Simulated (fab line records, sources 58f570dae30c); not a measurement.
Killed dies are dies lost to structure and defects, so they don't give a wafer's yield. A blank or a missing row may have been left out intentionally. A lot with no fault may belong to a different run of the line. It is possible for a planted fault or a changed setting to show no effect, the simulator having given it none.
Problem report, 8D (eight disciplines) form, completed by code	flow berkeley cmos170	the parts of the form that need people (team, actions taken, sign-off) are left out

== 1. THE ISSUE ==
At UCB170_M1_CD_MEAS_90, cd nm averages 686.5 nm over 6 wafers from 2 lots, while fault-free wafers read 699.9 nm, standard deviation 2.5. That is -5.3 standard deviations from the usual mean.
The step: target cd 700 nm.
First seen on wafer L502.2, day 9 07:50, on cd sem-02. The record has a number at this step for 42 wafers belonging to 14 lots. Rule for "out" (also "out of limits"): further than 4 standard deviations from the usual mean. The rest of the wafers with a number are treated as sound.

== 2. WHAT IT IS AND WHAT IT IS NOT ==
question	is	is not
which readings at this step	cd nm	-
which lots	L502, L507	L500, L501, L503, L512, L514, L515, L518, L519, L520, L521, L522, L523
which wafers of those lots	all that have a number	-
read on which gauges	cd sem-02	cd sem-01
when	from day 9 07:50	up to then (9 sound wafers); but 27 sound wafers of L512, L514, L515, L518, L519, L520, L521, L522, L523 came after

== 3. THE SUSPECTS, EACH WITH WHAT RULES IT OUT ==
Counting: a tool at a process step up to the reading stays a suspect if it ran every lot that is out and no sound lot after the first of them.
- the gauge at UCB170_M1_CD_MEAS_90 has been ruled out. All the wafers that are out were read on cd sem-02, but those of them that UCB170_M1_METAL_ETCH_12 has rows for are out there too, on other tools.
- rie metal-02 at UCB170_M1_METAL_ETCH_12 (etches Al in Cl2/BCl3, stops on PSG, target depth 780 nm, time 130 s): ruled out as a lasting fault. Sound lots L518, L520, L523 ran on it after its first lot that is out, L502 (day 9 07:29).
Left after counting: nothing in the record.

== 4. THE CAUSE (what the simulator had put in) ==
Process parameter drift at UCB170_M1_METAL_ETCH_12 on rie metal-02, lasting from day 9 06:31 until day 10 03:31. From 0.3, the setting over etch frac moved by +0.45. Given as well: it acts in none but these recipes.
The count ruled it out by mistake, since the rule takes a fault to strike every lot its tool runs from the start of the fault on, and this one did not do so.

== 5. SEQUENCE OF EFFECTS, ordered by route ==
Each row: a reading whose mean over the struck wafers that have a number lies more than 3 standard deviations from the usual. Scope: only readings with a usual standard deviation given in the record; hours: median across lots of the time from each lot's start at the first step in this table that gives one to its start at this step; sigmas: change in usual standard deviations.
hours	step	reading	usual	on struck wafers	change	sigmas
0	UCB170_M1_METAL_ETCH_12	oes product au	0.855 a.u.	0.726	-0.129	-9.9
0	UCB170_M1_STRIP_13	oes product au	0.719 a.u.	0.607	-0.112	-25
0	UCB170_M1_CD_MEAS_90	cd nm	699.9 nm	686.5	-13.4	-5.3
The process steps in it:
- UCB170_M1_METAL_ETCH_12: etches Al in Cl2/BCl3, stops on PSG, target depth 780 nm, time 130 s.
- UCB170_M1_STRIP_13: strips in O2.
Later steps that measure or inspect, where all struck wafers having a row at the step show a number for every such reading and not one has moved that far: UCB170_V1_THK_MEAS_04.

== 6. HOW IT WOULD HAVE BEEN CAUGHT EARLIER ==
In this record the first reading out of limits at a measuring or inspecting step was taken at day 9 07:50, 1 hour after the fault began at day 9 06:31.
At UCB170_M1_METAL_ETCH_12, the tool's own readings (oes product au) were out on each struck wafer the step has a row for, so an alarm limit on them would have fired on the first such wafer.
